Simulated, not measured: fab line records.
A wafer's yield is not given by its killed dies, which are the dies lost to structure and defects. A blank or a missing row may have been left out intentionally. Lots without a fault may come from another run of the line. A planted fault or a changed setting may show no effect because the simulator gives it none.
The tool behind it: which one?    flow berkeley_cmos170    Sampling: 11 lots, 33 wafers, 3 of 331 route steps

## WHAT THE GAUGES SHOWED, per wafer
UCB170_ACTIVE_THK_MEAS_06.
lot   measured     on             ACTIVE_NITRIDE_THK (nm)
L529  day 4 02:12  film_metro-02  222.9 223.3 224.8
L530  day 4 11:09  film_metro-03  219.0 220.1 220.9
L531  day 4 22:25  film_metro-04  219.3 219.5 221.0
L532  day 4 22:25  film_metro-03  218.3 219.5 220.1
L533  day 5 03:40  film_metro-04  221.5 222.1 221.9
L534  day 5 15:04  film_metro-03  218.8 218.6 217.6
L535  day 5 15:05  film_metro-02  221.0 220.8 221.8
L538  day 6 04:35  film_metro-04  223.5 223.4 221.1
L539  day 6 12:03  film_metro-02  231.8 232.9 230.9 231.6 233.0 230.9
L541  day 6 22:30  film_metro-02  219.6 218.0 218.3
L552  day 9 07:35  film_metro-03  221.1 221.6 220.8

## WHICH TOOL RAN EACH LOT (tool, then ch and the chambers of the sampled wafers, then the start)
lot   UCB170_ZERO_ETCH_06                UCB170_ACTIVE_CVD_05
L529  rie_diel-03 ch 0,1,2, day 1 21:08  lpcvd-01 ch 0, day 4 00:17
L530  rie_diel-04 ch 0,1,2, day 2 01:25  lpcvd-02 ch 0, day 4 09:14
L531  rie_diel-03 ch 0,1,2, day 2 06:38  lpcvd-01 ch 1, day 4 20:30
L532  rie_diel-02 ch 0,2,3, day 2 10:20  lpcvd-01 ch 1, day 4 20:30
L533  rie_diel-04 ch 0,3, day 2 16:01    lpcvd-02 ch 0, day 5 01:45
L534  rie_diel-04 ch 2,3, day 2 22:32    lpcvd-02 ch 0, day 5 12:11
L535  rie_diel-03 ch 2,3, day 3 01:39    lpcvd-02 ch 1, day 5 12:11
L538  rie_diel-03 ch 0,1,2, day 3 18:07  lpcvd-01 ch 0, day 6 02:38
L539  rie_diel-03 ch 0,2, day 3 20:02    lpcvd-01 ch 0, day 6 10:07
L541  rie_diel-03 ch 0,2,3, day 4 07:49  lpcvd-02 ch 1, day 6 20:34
L552  rie_diel-04 ch 0,2, day 6 14:29    lpcvd-02 ch 1, day 9 05:37
- UCB170_ZERO_ETCH_06: etches SiO2 in CHF3/CF4/Ar, time 12 s.
- UCB170_ACTIVE_CVD_05: deposits Si3N4 from SiH2Cl2/NH3, target thk 220 nm, time 3300 s.

## THE ANSWER, worked out from the rows above alone
Rule: what is usual is taken from the lots themselves. The widest of any qualifying gaps counts: lots, ordered by their means at a reading, are off when they make up no more than a third of the lots, leave a main group of 4 or more, and stand apart from it by 3 or more times the standard deviation of that group's means. A main group whose means are all the same, to the digits that the tables above print for the reading, isn't used. A lot without any number at a reading at which 4 lots or more have one is off too. Where the step has rows for the other lots, those lots are counted as sound.
Off: L539, at UCB170_ACTIVE_THK_MEAS_06 (ACTIVE_NITRIDE_THK). The main group: mean 220.7 nm, standard deviation 1.7.
A tool fits if, at a process step before that reading, it ran every lot that is off, and no sound lot after the first of them. Gauges at UCB170_ACTIVE_THK_MEAS_06: tried the same way as those tools. One candidate fits, namely lpcvd-01 at UCB170_ACTIVE_CVD_05. Its last sound lot is L538 (day 6 02:38), its first lot that is off L539 (day 6 10:07): a fault that began between those two fits.

## WHAT WAS PUT IN BY THE SIMULATOR
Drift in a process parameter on lpcvd-01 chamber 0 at UCB170_ACTIVE_CVD_05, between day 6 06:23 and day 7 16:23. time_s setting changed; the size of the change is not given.
Struck lots among those shown: L539. This agrees with what the rule above found.
